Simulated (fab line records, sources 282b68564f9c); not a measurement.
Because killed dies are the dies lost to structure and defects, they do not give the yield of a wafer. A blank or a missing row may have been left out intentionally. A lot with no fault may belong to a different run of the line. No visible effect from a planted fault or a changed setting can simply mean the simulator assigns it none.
fab line records	flow rit-cmos
[record] lots = 6	wafers = 18	last-day = 6
route steps=202 shown NRETRO@57 PRETRO@64 M1@202
lots that met no fault: from a run of the same line without faults
start-h: the number of hours between the record's first day and the start of the first shown wafer of the lot	wait-h: hours elapsed since this lot's preceding step	" identical to the entry in the row above	L1.1+2: a single row standing in for several wafers	- no value, or no start given	* or withheld: withheld	< > ~ a bound
route shown NAME@n: a module of which the file shows steps, and the number in the route of the first	usual: average and standard deviation across the fault-free wafers	same: alike in all rows	chamber/n: place in a boat	sites: each site's reading	_std_site: the standard deviation of these	_edge_site: outer sites' mean less inner sites'	radius-mm: for every site, how far away it sits from the centre of the wafer	mask NAME#n: copy n	behind: the most recent tool/chamber to have shaped the wafer	hold: why the lot went on hold/how many hours it stayed there/how the hold came to an end	device: names the non-switching transistor (n, p or np)	end of line: at the end of the route, the tests of the same wafers	a step with no rows: only its recipe	killed: count of dies lost to structure and defects at first sort (not the wafer's yield)	map: the dies of a wafer, with x for killed, . for not killed, _ for no die there
set.NAME: the run value of the setting; set.NAME@STEP: its run value at that earlier step	model.NAME: the simulator's own value behind a step, which no gauge read
lots at some steps of the route; a table a step, a row a wafer
[[steps]]
[step RIT_NRETRO_PEB_04]
[recipe] resist = NOVOLAK	temp-c = withheld	time-s = withheld
[step RIT_NRETRO_DEVELOP_05]
[recipe] resist = NOVOLAK	develop-time-s = 68	dev-temp-c = 23
[step RIT_NRETRO_OVL_MEAS_06]
[usual] NRETRO_OVL = -0.1/1.2
lot.wafer	tool	chamber	start-h	wait-h	NRETRO_OVL[nm]
L688.2	overlay-02	-	44.25	-	0.0
L688.4	"	-	"	"	0.5
L688.6	"	-	"	"	0.7
L689.1	overlay-02	-	49.23	-	-0.8
L689.3	"	-	"	"	0.7
L689.6	"	-	"	"	2.4
L692.2	overlay-02	-	64.23	-	0.3
L692.3	"	-	"	"	0.7
L692.5	"	-	"	"	-1.3
L694.1	overlay-02	-	73.94	-	-1.1
L694.2	"	-	"	"	0.6
L694.5	"	-	"	"	-1.8
L703.1	overlay-02	-	120.01	-	0.4
L703.5	"	-	"	"	-0.9
L703.6	"	-	"	"	0.5
L704.4	overlay-02	-	124.94	-	-3.3
L704.5	"	-	"	"	-2.7
L704.6	"	-	"	"	-2.3
[step RIT_NRETRO_HARDBAKE_07]
[recipe] resist = NOVOLAK	temp-c = 140	time-s = 120
[step RIT_NRETRO_IMPLANT_08]
[recipe] species = P	energy-kev = 70	dose-cm2 = 9.82e+12	tilt-deg = 7
[step RIT_NRETRO_STRIP_09]
[recipe] chemistry = O2	time-s = 180	resist = NOVOLAK	platen-temp-c = withheld	power-w = 500	pressure-mtorr = 4000	o2-flow-sccm = 4000
[usual] drypump-motor-current-A = 5.7/0.41
lot.wafer	tool	chamber	start-h	wait-h	drypump-motor-current-A	rf-hours-counter-h
L688.2	plasma-asher-01	0	44.68	0.1	5.6	38
L688.4	"	0	"	"	5.6	-
L688.6	"	1	"	"	6.3	-
L689.1	plasma-asher-04	1	49.66	0.1	4.9	41
L689.3	"	0	"	"	5.7	-
L689.6	"	1	"	"	4.9	-
L692.2	plasma-asher-02	1	64.67	0.1	5.8	29
L692.3	"	1	"	"	5.8	-
L692.5	"	0	"	"	6.0	-
L694.1	plasma-asher-04	0	74.38	0.1	5.7	43
L694.2	"	1	"	"	4.9	43
L694.5	"	0	"	"	5.7	-
L703.1	plasma-asher-02	1	120.44	0.1	5.8	35
L703.5	"	1	"	"	5.8	-
L703.6	"	0	"	"	5.9	-
L704.4	plasma-asher-01	0	125.42	0.1	5.6	-
L704.5	"	1	"	"	6.3	-
L704.6	"	0	"	"	5.6	-
[step RIT_NRETRO_TW_MEAS_10]
[usual] NRETRO_TW = 1041/10
lot.wafer	tool	chamber	start-h	wait-h	NRETRO_TW
L688.2	film-metro-02	-	44.87	0.1	1029
L688.4	"	-	"	"	1033
L688.6	"	-	"	"	1027
L689.1	film-metro-03	-	49.84	0.1	1053
L689.3	"	-	"	"	1054
L689.6	"	-	"	"	1044
L692.2	film-metro-02	-	64.85	0.1	1031
L692.3	"	-	"	"	1029
L692.5	"	-	"	"	1032
L694.1	film-metro-03	-	74.55	0.1	1051
L694.2	"	-	"	"	1052
L694.5	"	-	"	"	1052
L703.1	film-metro-03	-	120.62	0.1	1052
L703.5	"	-	"	"	1047
L703.6	"	-	"	"	1050
L704.4	film-metro-03	-	125.57	0.1	1052
L704.5	"	-	"	"	1054
L704.6	"	-	"	"	1043
[step RIT_PRETRO_HMDS_00]
[recipe] prime-time-s = 60	prime-temp-c = 140
[step RIT_PRETRO_COAT_01]
[recipe] resist = NOVOLAK	spin-rpm = 2000	resist-thk-nm = 1300
[step RIT_PRETRO_SOFTBAKE_02]
[recipe] resist = NOVOLAK	temp-c = 90	time-s = 60
[step RIT_PRETRO_EXPOSE_03]
[recipe] mask-id = M5	na = 0.57	target-cd-nm = 43700	dose-mj = 250
[step RIT_PRETRO_PEB_04]
[recipe] resist = NOVOLAK	temp-c = withheld	time-s = withheld
[step RIT_PRETRO_DEVELOP_05]
[recipe] resist = NOVOLAK	develop-time-s = 68	dev-temp-c = 23
[usual] developer-temp-C = 22.99/0.11
lot.wafer	tool	chamber	start-h	wait-h	developer-temp-C
L688.2	litho-track-04	0	45	-	22.96
L688.4	"	0	"	"	22.71
L688.6	"	0	"	"	22.83
L689.1	litho-track-03	0	50	-	22.24
L689.3	"	0	"	"	22.16
L689.6	"	0	"	"	22.22
L692.2	litho-track-03	0	65	-	22.28
L692.3	"	0	"	"	22.08
L692.5	"	0	"	"	21.97
L694.1	litho-track-01	0	75	-	23.17
L694.2	"	0	"	"	22.94
L694.5	"	0	"	"	23.08
L703.1	litho-track-03	0	121	-	23.12
L703.5	"	0	"	"	23.08
L703.6	"	0	"	"	23.19
L704.4	litho-track-04	0	126	-	22.96
L704.5	"	0	"	"	22.95
L704.6	"	0	"	"	23.01
[step RIT_PRETRO_OVL_MEAS_06]
[usual] PRETRO_OVL = 0.1/1.3
lot.wafer	tool	chamber	start-h	wait-h	PRETRO_OVL[nm]
L688.2	overlay-01	-	45.80	-	0.4
L688.4	"	-	"	"	-0.1
L688.6	"	-	"	"	0.6
L689.1	overlay-01	-	50.90	-	-0.5
L689.3	"	-	"	"	-0.1
L689.6	"	-	"	"	0.6
L692.2	overlay-01	-	65.91	-	-1.9
L692.3	"	-	"	"	-1.2
L692.5	"	-	"	"	-0.5
L694.1	overlay-02	-	75.49	-	-0.7
L694.2	"	-	"	"	2.8
L694.5	"	-	"	"	0.2
L703.1	overlay-02	-	121.56	-	-0.1
L703.5	"	-	"	"	-1.2
L703.6	"	-	"	"	-1.2
L704.4	overlay-02	-	126.49	-	1.3
L704.5	"	-	"	"	0.2
L704.6	"	-	"	"	0.9
[step RIT_M1_PROBE_99]
[usual] killed_at_M0_to_M3 = 0.0/0.18	killed-at-front-end = 6.6/3	killed-dies = 7/3	killed-open = 3.3/2	killed-short = 3.4/2
[same] gross-dies = 264	killed_at_M4_up = 0	killed-at-back-side = 0	killed-at-contacts = 0	killed-at-other = 0
lot.wafer	tool	chamber	start-h	wait-h	killed_at_M0_to_M3	killed-at-front-end	killed-dies	killed-open	killed-short
L688.2	prober-01	-	72.66	0.1	0	10	10	5	5
L688.4	prober-01	-	72.76	0.2	0	5	5	4	1
L688.6	prober-01	-	72.86	0.2	0	8	8	0	8
L692.2	prober-02	-	91.71	0.1	0	3	3	0	3
L692.3	prober-02	-	91.76	0.2	0	4	4	1	3
L692.5	prober-02	-	91.86	0.2	0	4	4	2	2
L694.1	prober-02	-	103.15	0.1	0	9	9	4	5
L694.2	prober-02	-	103.20	0.1	0	5	5	2	3
L694.5	prober-02	-	103.35	0.2	0	5	5	1	4
L703.1	prober-02	-	148.08	0.1	0	7	7	3	4
L703.5	prober-02	-	148.28	0.2	0	7	7	3	4
L703.6	prober-02	-	148.33	0.2	1	3	4	1	3
L704.4	prober-01	-	153.71	0.2	0	6	6	3	3
L704.5	prober-01	-	153.76	0.2	0	6	6	4	2
L704.6	prober-01	-	153.81	0.2	0	4	4	4	0
// killed by level:class
L688.2 GATE:geometric-particle:short=3 GATE:geometric-particle:open=2 REOX:geometric-particle:short=2 SPACER:geometric-particle:open=2 FOX2:geometric-particle:open=1
L688.4 SPACER:geometric-particle:open=2 FOX1:geometric-particle:open=1 GATE:geometric-particle:short=1 GATE:geometric-particle:open=1
L688.6 GATE:geometric-particle:short=5 SILICIDE:geometric-particle:short=2 SPACER:geometric-particle:short=1
L692.2 FOX1:geometric-particle:short=2 SPACER:geometric-particle:short=1
L692.3 FOX1:geometric-particle:short=1 GATE:geometric-particle:open=1 GATE:geometric-particle:short=1 SILICIDE:geometric-particle:short=1
L692.5 FOX1:geometric-particle:short=2 FOX1:geometric-particle:open=1 SILICIDE:geometric-particle:open=1
L694.1 GATE:geometric-particle:short=2 GATE:geometric-particle:open=2 REOX:geometric-particle:short=2 REOX:geometric-particle:open=1 SPACER:geometric-particle:open=1 SPACER:geometric-particle:short=1
L694.2 SPACER:geometric-particle:short=2 FOX1:geometric-particle:open=1 SPACER:geometric-particle:open=1 SILICIDE:geometric-particle:short=1
L694.5 GATE:geometric-particle:short=3 REOX:geometric-particle:open=1 SPACER:geometric-particle:short=1
L703.1 FOX1:geometric-particle:short=2 SILICIDE:geometric-particle:open=2 FOX1:geometric-particle:open=1 REOX:geometric-particle:short=1 SPACER:geometric-particle:short=1
L703.5 ACTIVE:geometric-particle:open=1 FOX1:geometric-particle:short=1 FOX1:geometric-particle:open=1 FOX2:geometric-particle:open=1 GATE:geometric-particle:short=1 REOX:geometric-particle:short=1 SILICIDE:geometric-particle:short=1
L703.6 FOX1:geometric-particle:open=1 FOX2:geometric-particle:short=1 REOX:geometric-particle:short=1 M1:geometric-particle:short=1
L704.4 FOX1:geometric-particle:short=2 FOX1:geometric-particle:open=1 GATE:geometric-particle:open=1 SPACER:geometric-particle:short=1 SPACER:geometric-particle:open=1
L704.5 GATE:geometric-particle:open=2 GATE:geometric-particle:short=2 FOX1:geometric-particle:open=1 REOX:geometric-particle:open=1
L704.6 GATE:geometric-particle:open=3 SPACER:geometric-particle:open=1
[[key]]
[first-sign] step = RIT_PRETRO_DEVELOP_05	reading = developer-temp-C	direction = down	sigmas = 7.4	usual = *	struck = *
effect none on later readings
met-at RIT_PRETRO_DEVELOP_05
struck-wafers L689.1,L689.3,L689.6,L692.2,L692.3,L692.5
rows-end L689.1,L689.3,L689.6
tester-left-out L692
[fault] kind = process-parameter-drift	tool = litho-track-03	chamber = -	onset-h = 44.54	steps = RIT_PRETRO_DEVELOP_05	channel = dev-temp-c	offset = *	shape = step	end-h = 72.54	acts-in = *	stated = *
// tester-left-out: of these lots the tester's yield and bins aren't shown, on N5 and GAA mostly nor the transistor test; their killed dies are dies lost to structure and defects alone, not to doping, threshold or leakage, so they don't give the yield
// rows-end: these wafers met a further fault down the route, and their rows from its step on are left out
